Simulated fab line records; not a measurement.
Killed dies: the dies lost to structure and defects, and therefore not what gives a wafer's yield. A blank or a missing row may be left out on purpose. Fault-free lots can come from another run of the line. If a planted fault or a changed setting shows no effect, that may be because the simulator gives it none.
Matching of chambers :: flow berkeley cmos170 :: 4 sister chambers for UCB170_GATE_ETCH_15 on rie si-02
The step etches poly-Si in HBr/Cl2, stops on SiO2, time 56.3 s, target depth 278.2 nm. 18 wafers are shown with their chamber, then 9 later ones without.

== EACH WAFER AND ITS CHAMBER ==
wafer: L970.2
chamber: 1
throttle valve pct (%): 26.73
drypump motor current A (A): 5.1
oes product au (a.u.): 0.834

wafer: L970.4
chamber: 3
throttle valve pct (%): 26.10
drypump motor current A (A): 6.1
oes product au (a.u.): 0.808

wafer: L970.6
chamber: 1
throttle valve pct (%): 26.73
drypump motor current A (A): 5.1
oes product au (a.u.): 0.831

wafer: L972.1
chamber: 1
throttle valve pct (%): 26.72
drypump motor current A (A): 5.1
oes product au (a.u.): 0.847

wafer: L972.4
chamber: 0
throttle valve pct (%): 26.54
drypump motor current A (A): 4.9
oes product au (a.u.): 0.842

wafer: L972.6
chamber: 3
throttle valve pct (%): 26.08
drypump motor current A (A): 6.2
oes product au (a.u.): 0.815

wafer: L976.3
chamber: 3
throttle valve pct (%): 26.09
drypump motor current A (A): 6.1
oes product au (a.u.): 0.816

wafer: L976.4
chamber: 2
throttle valve pct (%): 26.24
drypump motor current A (A): 4.8
oes product au (a.u.): 0.812

wafer: L976.6
chamber: 0
throttle valve pct (%): 26.55
drypump motor current A (A): 4.9
oes product au (a.u.): 0.825

wafer: L978.1
chamber: 1
throttle valve pct (%): 26.72
drypump motor current A (A): 5.2
oes product au (a.u.): 0.844

wafer: L978.4
chamber: 3
throttle valve pct (%): 26.09
drypump motor current A (A): 6.1
oes product au (a.u.): 0.819

wafer: L978.5
chamber: 2
throttle valve pct (%): 26.23
drypump motor current A (A): 4.8
oes product au (a.u.): 0.821

wafer: L983.1
chamber: 2
throttle valve pct (%): 26.24
drypump motor current A (A): 4.8
oes product au (a.u.): 0.831

wafer: L983.2
chamber: 0
throttle valve pct (%): 26.55
drypump motor current A (A): 4.9
oes product au (a.u.): 0.840

wafer: L983.4
chamber: 1
throttle valve pct (%): 26.73
drypump motor current A (A): 5.1
oes product au (a.u.): 0.845

wafer: L985.3
chamber: 0
throttle valve pct (%): 26.54
drypump motor current A (A): 4.8
oes product au (a.u.): 0.841

wafer: L985.5
chamber: 2
throttle valve pct (%): 26.22
drypump motor current A (A): 4.8
oes product au (a.u.): 0.819

wafer: L985.6
chamber: 1
throttle valve pct (%): 26.72
drypump motor current A (A): 5.2
oes product au (a.u.): 0.835

SIGNATURES (means of the wafers above)
reading: throttle valve pct
chamber 0: 26.5450
chamber 1: 26.7250
chamber 2: 26.2325
chamber 3: 26.0900
scatter within a chamber: 0.0072

reading: drypump motor current A
chamber 0: 4.875
chamber 1: 5.133
chamber 2: 4.800
chamber 3: 6.125
scatter within a chamber: 0.045

reading: oes product au
chamber 0: 0.83700
chamber 1: 0.83933
chamber 2: 0.82075
chamber 3: 0.81450
scatter within a chamber: 0.00693
Rule: a wafer lies at a distance from a chamber equal to the root of the sum of squares, over the readings, of (its reading less the chamber's mean, divided by the reading's scatter). If the next closest chamber is less than 2 further off than the closest, the wafer can't be placed; otherwise it belongs to the closest. The scatter is the square root of a quotient: the sum, over the shown wafers, of each reading's squared deviation from its chamber's mean, divided by wafers minus chambers.

== WAFERS WITHOUT THEIR CHAMBER ==
wafer: L986.1
throttle valve pct (%): 26.22
drypump motor current A (A): 4.8
oes product au (a.u.): 0.811

wafer: L986.2
throttle valve pct (%): 26.73
drypump motor current A (A): 5.1
oes product au (a.u.): 0.832

wafer: L986.3
throttle valve pct (%): 26.11
drypump motor current A (A): 6.1
oes product au (a.u.): 0.805

wafer: L990.1
throttle valve pct (%): 26.56
drypump motor current A (A): 4.9
oes product au (a.u.): 0.827

wafer: L990.2
throttle valve pct (%): 26.25
drypump motor current A (A): 4.8
oes product au (a.u.): 0.814

wafer: L990.6
throttle valve pct (%): 26.24
drypump motor current A (A): 4.8
oes product au (a.u.): 0.812

wafer: L991.2
throttle valve pct (%): 26.55
drypump motor current A (A): 4.9
oes product au (a.u.): 0.832

wafer: L991.3
throttle valve pct (%): 26.24
drypump motor current A (A): 4.8
oes product au (a.u.): 0.822

wafer: L991.4
throttle valve pct (%): 26.09
drypump motor current A (A): 6.1
oes product au (a.u.): 0.816

== CHAMBER TAKEN BY EACH ==
wafer: L986.1
from the rows above: 2
in truth: 2

wafer: L986.2
from the rows above: 1
in truth: 1

wafer: L986.3
from the rows above: 3
in truth: 3

wafer: L990.1
from the rows above: 0
in truth: 0

wafer: L990.2
from the rows above: 2
in truth: 2

wafer: L990.6
from the rows above: 2
in truth: 2

wafer: L991.2
from the rows above: 0
in truth: 0

wafer: L991.3
from the rows above: 2
in truth: 2

wafer: L991.4
from the rows above: 3
in truth: 3
Placed correctly: 9 of 9. From these rows, 0 cannot be placed. Number placed wrongly: 0.
